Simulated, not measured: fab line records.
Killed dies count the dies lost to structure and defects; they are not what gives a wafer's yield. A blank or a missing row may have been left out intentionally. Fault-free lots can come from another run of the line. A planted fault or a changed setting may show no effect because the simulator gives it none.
What tool caused it? ; flow berkeley cmos170 ; 15 lots with 45 wafers sampled at 3 steps, on a route of 331 steps

== WHAT EACH GAUGE READ, for each wafer ==
UCB170_V2_CD_MEAS_12: the cd target is 700 nm.
lot;measured;on;cd nm (nm)
L433;day 8 10:35;cd sem-02;698.9 698.3 698.8
L435;day 10 00:56;cd sem-02;698.2 699.9 699.9
L438;day 10 04:26;cd sem-01;700.9 700.2 700.8
L437;day 10 04:40;cd sem-01;697.8 697.0 697.3
L440;day 10 12:02;cd sem-02;699.1 700.7 700.7
L441;day 10 12:16;cd sem-01;700.6 701.5 702.5
L439;day 10 12:31;cd sem-01;700.3 700.1 701.1
L445;day 11 01:24;cd sem-02;699.6 700.7 699.6
L444;day 11 04:47;cd sem-01;696.4 698.3 696.6
L446;day 11 23:55;cd sem-01;700.3 698.2 700.3
L448;day 12 09:56;cd sem-02;701.7 701.5 703.5
L449;day 12 10:04;cd sem-01;700.2 698.2 699.6
L454;day 12 20:07;cd sem-02;698.6 700.2 699.8
L452;day 13 00:24;cd sem-01;698.7 699.9 698.1
L456;day 13 14:18;cd sem-01;698.7 698.5 699.9

UCB170_V2_CD_MEAS_90: the cd target is 700 nm.
lot;measured;on;cd nm (nm)
L433;day 8 11:04;cd sem-02;697.4 699.1 697.8
L435;day 10 01:23;cd sem-01;696.8 699.7 698.9
L438;day 10 04:52;cd sem-02;700.9 699.7 701.4
L437;day 10 05:06;cd sem-01;696.1 697.2 697.6
L440;day 10 12:28;cd sem-02;699.2 699.5 701.0
L441;day 10 12:42;cd sem-01;701.8 701.8 702.7
L439;day 10 12:57;cd sem-02;700.5 699.9 699.4
L445;day 11 01:50;cd sem-01;699.2 701.1 699.6
L444;day 11 05:14;cd sem-02;696.0 697.8 696.3
L446;day 12 00:21;cd sem-02;700.3 697.4 699.2
L448;day 12 10:23;cd sem-01;701.0 700.3 702.7
L449;day 12 10:30;cd sem-02;700.1 697.3 699.3
L454;day 12 20:34;cd sem-02;698.7 699.8 699.9
L452;day 13 00:50;cd sem-02;698.2 700.9 698.5
L456;day 13 14:44;cd sem-02;698.5 698.4 700.0

== WHICH TOOL RAN EACH LOT (tool, then ch and the chambers of the sampled wafers, then the start) ==
lot;UCB170_M2_ETCH_17
L433;rie diel-03 ch 0,2,3, day 8 07:56
L435;rie diel-03 ch 2,3, day 9 22:46
L438;rie diel-02 ch 0,2, day 10 00:30
L437;rie diel-03 ch 0,1,2, day 10 00:44
L440;rie diel-02 ch 0,1, day 10 07:31
L441;rie diel-03 ch 0,1,3, day 10 07:47
L439;rie diel-04 ch 0,1,2, day 10 07:59
L445;rie diel-02 ch 0,1,2, day 10 23:12
L444;rie diel-02 ch 0,2,3, day 11 02:31
L446;rie diel-02 ch 0,1,2, day 11 21:18
L448;rie diel-03 ch 0,1,3, day 12 07:22
L449;rie diel-03 ch 0,1, day 12 07:38
L454;rie diel-04 ch 0,1,2, day 12 17:48
L452;rie diel-02 ch 1,2,3, day 12 22:14
L456;rie diel-03 ch 1,2, day 13 11:56
- UCB170_M2_ETCH_17: etches BARC in N2/H2.

== WHAT THE TOOLS THEMSELVES READ (means of the sampled wafers that have a number; where no wafer has one, the mark that the record gives instead) ==
UCB170_M2_ETCH_17.
lot;tool;drypump motor current A (A);oes product au (a.u.);throttle valve pct (%)
L433;rie diel-03;5.8;1.002;13.31
L435;rie diel-03;6.1;1.005;13.33
L438;rie diel-02;5.3;1.019;13.02
L437;rie diel-03;5.7;1.002;13.49
L440;rie diel-02;5.3;1.017;13.06
L441;rie diel-03;5.7;0.999;13.38
L439;rie diel-04;5.6;0.999;13.09
L445;rie diel-02;5.3;1.021;13.02
L444;rie diel-02;5.6;1.006;13.10
L446;rie diel-02;5.3;1.014;13.02
L448;rie diel-03;5.7;0.992;13.36
L449;rie diel-03;5.5;0.998;13.55
L454;rie diel-04;5.6;0.998;13.08
L452;rie diel-02;5.6;1.002;13.12
L456;rie diel-03;5.9;1.007;13.65

== THE ANSWER, worked out from the rows above alone ==
Rule: the usual values come from the lots themselves. The widest of any qualifying gaps counts: lots, ordered by their means at a reading, are off when they make up no more than a third of the lots, leave a main group of 4 or more, and stand apart from it by 3 or more times the standard deviation of that group's means. A main group whose means are all the same, to the digits that the tables above print for the reading, isn't used. Also off: a lot with no number at a reading for which 4 or more lots have one. Any other lot the step has rows for is counted as sound. Order of review: gauges by route order, followed by the tools' own readings, for which a lot's mean as printed above is used. At the first step where some lot is off, the reading lying furthest off is the one used; lots without a number count as furthest.
Across all readings shown, no lot is off: no conclusion can be drawn from this.

== WHAT WAS PUT IN BY THE SIMULATOR ==
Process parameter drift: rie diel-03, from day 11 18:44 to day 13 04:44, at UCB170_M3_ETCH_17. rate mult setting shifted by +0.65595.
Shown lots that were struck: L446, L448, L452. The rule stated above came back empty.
